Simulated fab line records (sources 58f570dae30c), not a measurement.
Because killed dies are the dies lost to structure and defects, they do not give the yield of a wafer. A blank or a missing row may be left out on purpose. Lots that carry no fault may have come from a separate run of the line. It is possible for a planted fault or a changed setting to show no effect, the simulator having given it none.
Which tool did it? / flow berkeley-cmos170 / 42 wafers from 14 lots sampled at 6 of the route's 331 steps

## WHAT THE GAUGES SHOWED, per wafer
UCB170_GATE_OVL_MEAS_13. Usual: for GATE_OVL the level is 0 nm and the standard deviation is 4.6.
lot=L228; measured=day 7 03:58; on=overlay-02; GATE_OVL (nm)=0 0 -4; flag=
lot=L230; measured=day 7 12:29; on=overlay-02; GATE_OVL (nm)=1 -1 -4; flag=
lot=L229; measured=day 7 12:44; on=overlay-01; GATE_OVL (nm)=-3 -2 -3; flag=
lot=L233; measured=day 8 02:05; on=overlay-02; GATE_OVL (nm)=3 -3 -11; flag=
lot=L231; measured=day 8 02:37; on=overlay-01; GATE_OVL (nm)=-5 -2 5; flag=
lot=L232; measured=day 8 02:44; on=overlay-02; GATE_OVL (nm)=1 -2 0; flag=
lot=L235; measured=day 8 17:41; on=overlay-02; GATE_OVL (nm)=-4 -3 2; flag=
lot=L234; measured=day 8 17:52; on=overlay-02; GATE_OVL (nm)=-3 6 2; flag=
lot=L244; measured=day 10 11:47; on=overlay-02; GATE_OVL (nm)=-1 2 -2; flag=
lot=L245; measured=day 11 00:42; on=overlay-01; GATE_OVL (nm)=6 6 6; flag=
lot=L247; measured=day 11 01:23; on=overlay-02; GATE_OVL (nm)=-2 -1 -3; flag=
lot=L249; measured=day 11 15:43; on=overlay-02; GATE_OVL (nm)=2 -2 0; flag=
lot=L250; measured=day 11 15:59; on=overlay-01; GATE_OVL (nm)=8 3 9; flag=
lot=L251; measured=day 11 16:29; on=overlay-02; GATE_OVL (nm)=-6 1 1; flag=

UCB170_PLDD_CD_MEAS_06: the cd target is 1200 nm. Usual: cd-nm at 1199.6 nm, with a standard deviation of 1.3.
lot=L228; measured=day 7 06:13; on=cd-sem-01; cd-nm (nm)=1200.8 1202.2 1200.2; flag=
lot=L230; measured=day 7 15:54; on=cd-sem-01; cd-nm (nm)=1198.7 1199.0 1198.0; flag=
lot=L229; measured=day 7 16:11; on=cd-sem-01; cd-nm (nm)=1202.2 1201.3 1200.6; flag=
lot=L233; measured=day 8 05:04; on=cd-sem-01; cd-nm (nm)=1199.3 1201.1 1198.5; flag=
lot=L231; measured=day 8 04:36; on=cd-sem-01; cd-nm (nm)=1197.7 1199.8 1198.7; flag=
lot=L232; measured=day 8 05:09; on=cd-sem-02; cd-nm (nm)=1200.4 1200.0 1199.5; flag=
lot=L235; measured=day 8 19:44; on=cd-sem-01; cd-nm (nm)=1199.1 1197.9 1198.2; flag=
lot=L234; measured=day 8 20:28; on=cd-sem-02; cd-nm (nm)=1201.4 1200.2 1198.8; flag=
lot=L244; measured=day 10 13:27; on=cd-sem-01; cd-nm (nm)=1198.4 1197.6 1197.7; flag=
lot=L245; measured=day 11 02:58; on=cd-sem-01; cd-nm (nm)=1198.9 1197.2 1200.1; flag=
lot=L247; measured=day 11 03:26; on=cd-sem-02; cd-nm (nm)=1200.2 1198.8 1198.5; flag=
lot=L249; measured=day 11 17:11; on=cd-sem-01; cd-nm (nm)=1200.2 1201.1 1201.0; flag=
lot=L250; measured=day 11 17:52; on=cd-sem-01; cd-nm (nm)=1198.7 1199.8 1199.1; flag=
lot=L251; measured=day 11 18:11; on=cd-sem-01; cd-nm (nm)=1198.2 1198.8 1196.6; flag=

UCB170_NLDD_OVL_MEAS_07. Usual: for NLDD_OVL the level is 1 nm and the standard deviation is 4.2.
lot=L228; measured=day 7 08:08; on=overlay-02; NLDD_OVL (nm)=-3 3 6; flag=
lot=L230; measured=day 7 18:13; on=overlay-01; NLDD_OVL (nm)=2 4 6; flag=
lot=L229; measured=day 7 18:28; on=overlay-02; NLDD_OVL (nm)=5 2 -3; flag=
lot=L233; measured=day 8 07:06; on=overlay-01; NLDD_OVL (nm)=8 10 12; flag=
lot=L231; measured=day 8 06:29; on=overlay-02; NLDD_OVL (nm)=4 3 2; flag=
lot=L232; measured=day 8 07:20; on=overlay-01; NLDD_OVL (nm)=5 2 3; flag=
lot=L235; measured=day 8 21:41; on=overlay-02; NLDD_OVL (nm)=2 0 2; flag=
lot=L234; measured=day 8 22:24; on=overlay-02; NLDD_OVL (nm)=5 -3 3; flag=
lot=L244; measured=day 10 15:44; on=overlay-01; NLDD_OVL (nm)=2 2 5; flag=
lot=L245; measured=day 11 04:50; on=overlay-01; NLDD_OVL (nm)=4 3 3; flag=
lot=L247; measured=day 11 05:50; on=overlay-02; NLDD_OVL (nm)=4 1 -1; flag=
lot=L249; measured=day 11 19:22; on=overlay-01; NLDD_OVL (nm)=4 -5 9; flag=
lot=L250; measured=day 11 20:20; on=overlay-01; NLDD_OVL (nm)=-2 -2 -2; flag=
lot=L251; measured=day 11 20:28; on=overlay-01; NLDD_OVL (nm)=2 2 6; flag=

UCB170_NLDD_TW_MEAS_11. Usual: for NLDD_TW the level is 2205 and the standard deviation is 22.
lot=L228; measured=day 7 08:34; on=film-metro-03; NLDD_TW=2199 2218 2205; flag=
lot=L230; measured=day 7 18:39; on=film-metro-01; NLDD_TW=2160 2173 2177; flag=
lot=L229; measured=day 7 18:54; on=film-metro-01; NLDD_TW=2167 2174 2166; flag=
lot=L233; measured=day 8 07:32; on=film-metro-02; NLDD_TW=2199 2208 2201; flag=
lot=L231; measured=day 8 06:58; on=film-metro-03; NLDD_TW=2217 2223 2215; flag=
lot=L232; measured=day 8 07:46; on=film-metro-01; NLDD_TW=2053 2059 2065; flag=OFF
lot=L235; measured=day 8 22:07; on=film-metro-03; NLDD_TW=2216 2215 2212; flag=
lot=L234; measured=day 8 22:50; on=film-metro-02; NLDD_TW=2099 2107 2098; flag=OFF
lot=L244; measured=day 10 16:10; on=film-metro-02; NLDD_TW=2213 2208 2217; flag=
lot=L245; measured=day 11 05:16; on=film-metro-01; NLDD_TW=2193 2208 2190; flag=
lot=L247; measured=day 11 06:17; on=film-metro-02; NLDD_TW=2240 2234 2239; flag=
lot=L249; measured=day 11 19:48; on=film-metro-02; NLDD_TW=2227 2240 2226; flag=
lot=L250; measured=day 11 20:47; on=film-metro-02; NLDD_TW=2239 2244 2226; flag=
lot=L251; measured=day 11 20:55; on=film-metro-01; NLDD_TW=2198 2185 2193; flag=

UCB170_SDANNEAL_RS_MEAS_05: a four-point-probe measurement. Usual: for NLDD_RS the level is 617.1 ohm/sq and the standard deviation is 1.2.
lot=L228; measured=day 7 19:44; on=film-metro-03; NLDD_RS (ohm/sq)=614.9 618.0 618.2; flag=
lot=L230; measured=day 8 07:02; on=film-metro-01; NLDD_RS (ohm/sq)=616.4 618.3 616.1; flag=
lot=L229; measured=day 8 07:41; on=film-metro-03; NLDD_RS (ohm/sq)=618.0 615.8 617.9; flag=
lot=L233; measured=day 8 20:20; on=film-metro-02; NLDD_RS (ohm/sq)=617.1 617.7 616.3; flag=
lot=L231; measured=day 8 19:28; on=film-metro-02; NLDD_RS (ohm/sq)=616.2 616.8 618.0; flag=
lot=L232; measured=day 8 20:46; on=film-metro-03; NLDD_RS (ohm/sq)=537.4 538.0 537.2; flag=OFF
lot=L235; measured=day 9 10:08; on=film-metro-02; NLDD_RS (ohm/sq)=617.3 616.7 616.7; flag=
lot=L234; measured=day 9 09:32; on=film-metro-02; NLDD_RS (ohm/sq)=538.4 537.3 539.3; flag=OFF
lot=L244; measured=day 11 03:56; on=film-metro-01; NLDD_RS (ohm/sq)=618.2 621.6 618.8; flag=
lot=L245; measured=day 11 16:35; on=film-metro-01; NLDD_RS (ohm/sq)=619.0 618.2 616.9; flag=
lot=L247; measured=day 11 16:59; on=film-metro-02; NLDD_RS (ohm/sq)=617.5 617.4 616.4; flag=
lot=L249; measured=day 12 09:52; on=film-metro-01; NLDD_RS (ohm/sq)=617.4 618.0 618.3; flag=
lot=L250; measured=day 12 09:01; on=film-metro-02; NLDD_RS (ohm/sq)=618.4 619.2 616.9; flag=
lot=L251; measured=day 12 10:13; on=film-metro-02; NLDD_RS (ohm/sq)=617.9 618.2 616.3; flag=

## WHAT TOOL EACH LOT RAN ON (gives the tool, then ch and the chambers of the sampled wafers, and finally the start)
lot=L228; UCB170_NLDD_IMPLANT_09=implanter-04 ch 0, day 7 08:19
lot=L230; UCB170_NLDD_IMPLANT_09=implanter-04 ch 0, day 7 18:24
lot=L229; UCB170_NLDD_IMPLANT_09=implanter-01 ch 0, day 7 18:40
lot=L233; UCB170_NLDD_IMPLANT_09=implanter-03 ch 0, day 8 07:19
lot=L231; UCB170_NLDD_IMPLANT_09=implanter-01 ch 0, day 8 06:41
lot=L232; UCB170_NLDD_IMPLANT_09=implanter-01 ch 0, day 8 07:31
lot=L235; UCB170_NLDD_IMPLANT_09=implanter-03 ch 0, day 8 21:52
lot=L234; UCB170_NLDD_IMPLANT_09=implanter-01 ch 0, day 8 22:35
lot=L244; UCB170_NLDD_IMPLANT_09=implanter-04 ch 0, day 10 15:55
lot=L245; UCB170_NLDD_IMPLANT_09=implanter-04 ch 0, day 11 05:03
lot=L247; UCB170_NLDD_IMPLANT_09=implanter-04 ch 0, day 11 06:02
lot=L249; UCB170_NLDD_IMPLANT_09=implanter-03 ch 0, day 11 19:34
lot=L250; UCB170_NLDD_IMPLANT_09=implanter-04 ch 0, day 11 20:32
lot=L251; UCB170_NLDD_IMPLANT_09=implanter-01 ch 0, day 11 20:40
- UCB170_NLDD_IMPLANT_09

## AS READ BY THE TOOLS THEMSELVES (means over the sampled wafers that have a number; for cases with no such wafer, the mark the record gives instead)
UCB170_NLDD_IMPLANT_09. Usual: end-station-pressure-torr 5.12e-06 Torr, standard deviation 2.4e-07; rotation-deg 180.00 degrees, standard deviation 0.036; tilt-deg 6.997 degrees, standard deviation 0.021.
lot=L228; tool=implanter-04; end-station-pressure-torr (Torr)=5.38e-06; rotation-deg (degrees)=180.00; tilt-deg (degrees)=7.003; flag=
lot=L230; tool=implanter-04; end-station-pressure-torr (Torr)=5.35e-06; rotation-deg (degrees)=180.01; tilt-deg (degrees)=6.994; flag=
lot=L229; tool=implanter-01; end-station-pressure-torr (Torr)=5.10e-06; rotation-deg (degrees)=179.98; tilt-deg (degrees)=7.026; flag=
lot=L233; tool=implanter-03; end-station-pressure-torr (Torr)=5.09e-06; rotation-deg (degrees)=180.01; tilt-deg (degrees)=6.974; flag=
lot=L231; tool=implanter-01; end-station-pressure-torr (Torr)=5.01e-06; rotation-deg (degrees)=180.03; tilt-deg (degrees)=6.967; flag=
lot=L232; tool=implanter-01; end-station-pressure-torr (Torr)=5.09e-06; rotation-deg (degrees)=180.00; tilt-deg (degrees)=-0.021; flag=OFF
lot=L235; tool=implanter-03; end-station-pressure-torr (Torr)=4.78e-06; rotation-deg (degrees)=179.99; tilt-deg (degrees)=7.003; flag=
lot=L234; tool=implanter-01; end-station-pressure-torr (Torr)=5.16e-06; rotation-deg (degrees)=180.00; tilt-deg (degrees)=-0.004; flag=OFF
lot=L244; tool=implanter-04; end-station-pressure-torr (Torr)=5.14e-06; rotation-deg (degrees)=179.96; tilt-deg (degrees)=7.020; flag=
lot=L245; tool=implanter-04; end-station-pressure-torr (Torr)=5.16e-06; rotation-deg (degrees)=179.97; tilt-deg (degrees)=7.001; flag=
lot=L247; tool=implanter-04; end-station-pressure-torr (Torr)=5.18e-06; rotation-deg (degrees)=180.00; tilt-deg (degrees)=6.991; flag=
lot=L249; tool=implanter-03; end-station-pressure-torr (Torr)=5.21e-06; rotation-deg (degrees)=179.99; tilt-deg (degrees)=6.981; flag=
lot=L250; tool=implanter-04; end-station-pressure-torr (Torr)=4.88e-06; rotation-deg (degrees)=180.02; tilt-deg (degrees)=6.995; flag=
lot=L251; tool=implanter-01; end-station-pressure-torr (Torr)=5.09e-06; rotation-deg (degrees)=180.01; tilt-deg (degrees)=7.019; flag=

## THE ANSWER, worked out from the rows above alone
Rule: lot off if the mean of its wafers having a number is beyond 3 standard deviations from the usual mean. Also off: a lot with no number at a reading for which 4 or more lots have one. All remaining lots with rows at the step are treated as sound. First the gauges in route order, then the tools' own readings, where a lot's mean is used as printed above. At the first step where some lot is off, the reading lying furthest off is the one used; lots without a number count as furthest.
Off: L232, L234, at UCB170_NLDD_TW_MEAS_11 (NLDD_TW).
If a tool, at a process step before that reading, ran all the lots that are off and no sound lot after the first of them, it fits. The gauges at UCB170_NLDD_TW_MEAS_11 aren't tried: what is off there is off at UCB170_NLDD_IMPLANT_09 too, on other tools, and a gauge's error can't cause that. Not one of the candidates tried fits.

## WHAT THE SIMULATOR HAD PUT IN
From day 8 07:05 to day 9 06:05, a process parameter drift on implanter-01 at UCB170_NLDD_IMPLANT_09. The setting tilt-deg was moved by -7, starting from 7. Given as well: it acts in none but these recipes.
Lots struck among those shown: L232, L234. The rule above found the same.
